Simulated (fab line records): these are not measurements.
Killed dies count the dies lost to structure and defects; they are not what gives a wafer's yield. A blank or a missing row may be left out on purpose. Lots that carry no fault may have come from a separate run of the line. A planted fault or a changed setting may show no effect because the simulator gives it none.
Check for tools in common	flow berkeleyCmos170	Sample size 14 lots and 42 wafers

## THE REASON FOR OPENING IT
Of 14 lots, 2 have the reading PVT_TW flagged at UCB170_PVT_TW_MEAS_09. Wafers without a fault read 515, standard deviation 5.6.
Rule: a lot gets a flag if all its wafers with a number sit over 4 standard deviations from that mean, or if no wafer of it has a number. The rest of the lots are taken to be sound.

lot	measured	on	PVT_TW, wafer by wafer	flag
L777	day 6 20:10	filmMetro-03	520 521 521	
L778	day 7 09:14	filmMetro-03	521 520 523	
L781	day 7 09:38	filmMetro-04	508 505 504	
L779	day 7 09:52	filmMetro-04	505 504 503	
L780	day 7 10:09	filmMetro-03	521 521 522	
L782	day 8 01:03	filmMetro-03	516 517 519	
L786	day 8 21:14	filmMetro-01	516 518 513	
L787	day 8 21:45	filmMetro-03	517 518 518	
L789	day 9 04:28	filmMetro-04	506 506 504	
L788	day 9 04:52	filmMetro-03	521 522 518	
L790	day 9 16:11	filmMetro-01	516 518 517	
L797	day 10 22:10	filmMetro-01	426 429 425	FLAGGED
L799	day 11 07:52	filmMetro-04	424 422 422	FLAGGED
L800	day 11 08:00	filmMetro-03	525 522 524	
On average the flagged lots' numbers are 425, which is -90 against the usual, or -16 standard deviations.

## WHICH TOOL EACH LOT WENT THROUGH
The record holds 1 process step before the reading, out of a route of 331 steps. Read each cell as the tool, then ch plus the chambers that the sampled wafers visited, then the start.
lot	flag	UCB170_PVT_IMPLANT_07
L777		implanter-04 ch 0, day 6 19:56
L778		implanter-01 ch 0, day 7 08:59
L781		implanter-04 ch 0, day 7 09:25
L779		implanter-03 ch 0, day 7 09:37
L780		implanter-01 ch 0, day 7 09:56
L782		implanter-04 ch 0, day 8 00:48
L786		implanter-01 ch 0, day 8 21:01
L787		implanter-04 ch 0, day 8 21:31
L789		implanter-04 ch 0, day 9 04:14
L788		implanter-03 ch 0, day 9 04:38
L790		implanter-04 ch 0, day 9 15:58
L797	FLAGGED	implanter-04 ch 0, day 10 21:57
L799	FLAGGED	implanter-04 ch 0, day 11 07:37
L800		implanter-03 ch 0, day 11 07:45
What these steps do:
- UCB170_PVT_IMPLANT_07
- UCB170_PVT_TW_MEAS_09

## FLAGGED AGAINST TOTAL, ONE TOOL AT A TIME (gauges that did the reading follow at the end)
step	tool	lots run	flagged	share of the flagged lots	sound lots run after its first flagged lot
UCB170_PVT_IMPLANT_07	implanter-01	3	0	none	-
UCB170_PVT_IMPLANT_07	implanter-03	3	0	none	-
UCB170_PVT_IMPLANT_07	implanter-04	8	2	all	0
UCB170_PVT_TW_MEAS_09	filmMetro-01	3	1	some	0
UCB170_PVT_TW_MEAS_09	filmMetro-03	7	0	none	-
UCB170_PVT_TW_MEAS_09	filmMetro-04	4	1	some	0

## THE TABLE: WHAT IT ALLOWS
In the table, 1 row covers all flagged lots: implanter-04 at UCB170_PVT_IMPLANT_07.
- implanter-04 at UCB170_PVT_IMPLANT_07: 2 of its 8 lots flagged. Its last sound lot is L790 (day 9 15:58), its first flagged lot L797 (day 10 21:57): a fault that began between those two fits. Its own readings lie more than 4 standard deviations out on every wafer of the flagged lots: doseIonsCm2, faradayCurrentUA.
What remains is a single tool, implanter-04 at UCB170_PVT_IMPLANT_07.

## WHAT WAS PUT IN BY THE SIMULATOR
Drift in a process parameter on implanter-04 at UCB170_PVT_IMPLANT_07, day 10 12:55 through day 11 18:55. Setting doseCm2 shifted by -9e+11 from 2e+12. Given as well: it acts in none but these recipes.
Shown lots that were struck: L797, L799. The same result came from the rule above.
